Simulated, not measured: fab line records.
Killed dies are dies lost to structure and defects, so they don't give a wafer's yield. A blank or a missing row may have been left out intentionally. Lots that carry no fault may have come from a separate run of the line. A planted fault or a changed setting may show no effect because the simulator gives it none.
Comparing a struck lot with a sound one || flow rit-cmos || 44 steps out of a route of 202
Sound: wafers L917.2, L917.3, L917.5. Struck: wafer L929.5 (left out: L929.1, L929.4 of the same lot, which were not struck); the cause appears at the end.
At each step with rows: each side's tool, then ch and its chambers, then its first start. Under that, the readings that differ: sound wafers || struck wafers || difference of the means || sigmas: that difference in standard deviations of wafers without a fault.
alike: words and numbers the same on both sides, and readings whose means are apart by under 2 such deviations; not compared: readings that were withheld, readings missing a value for some wafer, numbers with overlapping values and no deviation given by the record, and bounds like >300 which may hide the same value.
Wherever a step has rows on one side only, a row that says differs or no value, or a row with sigmas, the two part there. When numbers do not overlap yet have no deviation, they are printed without sigmas and do not part them. A reading missing from all wafers of one side parts the sides only when that side holds two or more wafers.

first, 2 steps without rows for these wafers: RIT_PLDD_PEB_04; RIT_PLDD_DEVELOP_05 (develop time 50 s).
RIT_PLDD_OVL_MEAS_06:
  sound on overlay-01 at day 3 05:09; struck on overlay-01 at day 5 18:05
  alike: PLDD_OVL
then, 2 steps without rows for these wafers: RIT_PLDD_HARDBAKE_07 (time 60 s); RIT_PLDD_IMPLANT_08.
RIT_PLDD_STRIP_09: strips in O2, time 180 s.
  sound on plasma-asher-04 ch 0,1, day 3 05:29; struck on plasma-asher-04 ch 1, day 5 18:25
  alike: drypump-motor-current-A, rf-refl-power-W
  not compared: rf-hours-counter-h
RIT_PLDD_TW_MEAS_10:
  sound on film-metro-04 at day 3 05:40; struck on film-metro-02 at day 5 18:36
  alike: PLDD_TW
then, 4 steps without rows for these wafers: RIT_SPACER_CLEAN_00 (cleans in SC1, time 600 s); RIT_SPACER_CLEAN_01 (cleans in dHF, time 30 s); RIT_SPACER_CLEAN_02 (cleans in SC2, time 600 s); RIT_SPACER_CVD_03 (deposits Si3N4 from SiH2Cl2/NH3, target thk 250 nm, time 3300 s).
RIT_SPACER_THK_MEAS_04:
  sound on film-metro-01 at day 3 08:01; struck on film-metro-03 at day 5 22:02
  alike: SPACER_NITRIDE_THK
RIT_SPACER_ETCHBACK_05: etches Si3N4 in SF6/CHF3, stops on SiO2, target depth 250 nm, time 240 s.
  sound on rie-diel-02 ch 1,2, day 3 08:04; struck on rie-diel-02 ch 0, day 5 22:06
{"reading": "oes-product-au (a.u.)", "sound": "0.858 0.849 0.852", "struck": 0.825, "difference": -0.028, "sigmas": -2}
{"reading": "model.poly-Si_of_GATE_CVD_08.thk-nm (nm)", "sound": "166.8 169.1 168.6", "struck": 161, "difference": -7, "sigmas": ""}
{"reading": "model.Si3N4_of_SPACER_CVD_03.thk-nm (nm)", "sound": "196.7 196.3 194", "struck": 189, "difference": -7, "sigmas": ""}
  alike: drypump-motor-current-A, throttle-valve-pct
  not compared: rf-hours-counter-h
then, 6 steps without rows for these wafers: RIT_NSD_HMDS_00 (prime time 60 s); RIT_NSD_COAT_01 (resist thk 1000 nm); RIT_NSD_SOFTBAKE_02 (time 60 s); RIT_NSD_EXPOSE_03 (exposes mask M9, target cd 40700 nm); RIT_NSD_PEB_04; RIT_NSD_DEVELOP_05 (develop time 50 s).
RIT_NSD_OVL_MEAS_06:
  sound on overlay-01 at day 3 09:31; struck on overlay-02 at day 5 23:12
  alike: NSD_OVL
then, 2 steps without rows for these wafers: RIT_NSD_HARDBAKE_07 (time 60 s); RIT_NSD_IMPLANT_08.
RIT_NSD_STRIP_09: strips in O2, time 180 s.
  sound on plasma-asher-01 ch 0,1, day 3 09:51; struck on plasma-asher-01 ch 0, day 5 23:32
  alike: drypump-motor-current-A, rf-refl-power-W
  not compared: rf-hours-counter-h
RIT_NSD_TW_MEAS_10:
  sound on film-metro-01 at day 3 10:02; struck on film-metro-02 at day 5 23:43
{"reading": "NSD_TW", "sound": "3210 3208 3196", "struck": 3093, "difference": -112, "sigmas": -2}
then, 6 steps without rows for these wafers: RIT_PSD_HMDS_00 (prime time 60 s); RIT_PSD_COAT_01 (resist thk 1000 nm); RIT_PSD_SOFTBAKE_02 (time 60 s); RIT_PSD_EXPOSE_03 (exposes mask M10, target cd 40900 nm); RIT_PSD_PEB_04; RIT_PSD_DEVELOP_05 (develop time 50 s).
RIT_PSD_OVL_MEAS_06:
  sound on overlay-02 at day 3 11:04; struck on overlay-02 at day 6 00:37
{"reading": "PSD_OVL (nm)", "sound": "-0.4 -1.5 -1.3", "struck": 1.6, "difference": "+2.7", "sigmas": "+2"}
then, 2 steps without rows for these wafers: RIT_PSD_HARDBAKE_07 (time 60 s); RIT_PSD_IMPLANT_08.
RIT_PSD_STRIP_09: strips in O2, time 180 s.
  sound on plasma-asher-03 ch 0, day 3 11:24; struck on plasma-asher-02 ch 0, day 6 00:58
{"reading": "drypump-motor-current-A (A)", "sound": "6.1 6.1 6.1", "struck": 5.1, "difference": -1.0, "sigmas": -3}
{"reading": "rf-refl-power-W (W)", "sound": "7.2 7.3 6.7", "struck": 3.9, "difference": -3.2, "sigmas": -3}
  not compared: rf-hours-counter-h
RIT_PSD_TW_MEAS_10:
  sound on film-metro-01 at day 3 11:35; struck on film-metro-02 at day 6 01:08
{"reading": "PSD_TW", "sound": "3528 3534 3524", "struck": 3359, "difference": -170, "sigmas": -4}
then, 2 steps without rows for these wafers: RIT_SDANNEAL_CLEAN_00 (cleans in SC1, time 600 s); RIT_SDANNEAL_CLEAN_01 (cleans in dHF, time 30 s).
RIT_SDANNEAL_CLEAN_02: cleans in SC2, time 600 s.
  sound on wet-bench-04 ch 0, day 3 11:49; struck on wet-bench-04 ch 2, day 6 01:23
{"reading": "model.poly-Si_of_GATE_CVD_08.thk-nm (nm)", "sound": "162.4 164.7 164.3", "struck": 156.6, "difference": -7.2, "sigmas": ""}
RIT_SDANNEAL_RTA_03: time 5 s.
  sound on rtp-anneal-02 ch 0, day 3 12:01; struck on rtp-anneal-01 ch 0, day 6 01:34
  alike: wafer_temp_C_max
RIT_SDANNEAL_RS_MEAS_04: measurement is done with a four-point probe.
  sound on film-metro-01 at day 3 12:05; struck on film-metro-04 at day 6 01:37
  alike: PSD_RS
RIT_SDANNEAL_RS_MEAS_05: measurement is done with a four-point probe.
  sound on film-metro-01 at day 3 12:12; struck on film-metro-04 at day 6 01:44
  alike: NSD_RS
RIT_SDANNEAL_RS_MEAS_06: measurement is done with a four-point probe.
  sound on film-metro-01 at day 3 12:19; struck on film-metro-04 at day 6 01:52
  alike: PLDD_RS
RIT_SILICIDE_WET_ETCH_00: etches SiO2 in BOE, target depth 14 nm, time 15 s.
  sound on wet-bench-04 ch 3, day 3 12:32; struck on wet-bench-03 ch 2, day 6 02:06
{"reading": "model.Si3N4_of_SPACER_CVD_03.thk-nm (nm)", "sound": "195.5 195.1 192.8", "struck": 187.9, "difference": -6.6, "sigmas": ""}
RIT_M1_PROBE_99:
  sound on prober-02 at day 3 19:44; struck on prober-01 at day 6 10:03
{"reading": "model.etest.pmos_0p15.r-on-ohm-um", "sound": "2786 2710 2603", "struck": 3220, "difference": "+520", "sigmas": ""}
{"reading": "model.etest.nmos_0p15.r-on-ohm-um", "sound": "1158 1138 1120", "struck": 1341, "difference": "+202", "sigmas": ""}
{"reading": "model.etest.nmos_0p3.r-on-ohm-um", "sound": "2159 2124 2157", "struck": 2301, "difference": "+154", "sigmas": ""}
{"reading": "model.etest.nplus-sal.width-nm (nm)", "sound": "3478 3441 3446", "struck": 3528, "difference": "+73", "sigmas": ""}
{"reading": "model.etest.pplus-sal.width-nm (nm)", "sound": "3430 3440 3450", "struck": 3506, "difference": "+66", "sigmas": ""}
{"reading": "model.etest.pwell-pinched.rs-ohm-sq", "sound": "455.8 450 458.2", "struck": 487.7, "difference": "+33.0", "sigmas": ""}
{"reading": "model.etest.nwell-pinched.rs-ohm-sq", "sound": "338.4 339.9 341.6", "struck": 352.8, "difference": "+12.8", "sigmas": ""}
  alike: killed-at-front-end, killed-dies, killed-open, killed-short
  not compared: model.etest.diode-pplus-nwell.bv-v

WHERE THEY PART
Earliest at RIT_SPACER_ETCHBACK_05; latest, in this record, at RIT_PSD_TW_MEAS_10. Later steps at which nothing parts them and some readings are alike: RIT_SDANNEAL_RTA_03, RIT_SDANNEAL_RS_MEAS_04, RIT_SDANNEAL_RS_MEAS_05, RIT_SDANNEAL_RS_MEAS_06, RIT_M1_PROBE_99.

WHY: what the simulator had put in
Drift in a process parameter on rie-diel-02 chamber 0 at RIT_SPACER_ETCHBACK_05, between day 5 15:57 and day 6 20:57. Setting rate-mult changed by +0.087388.
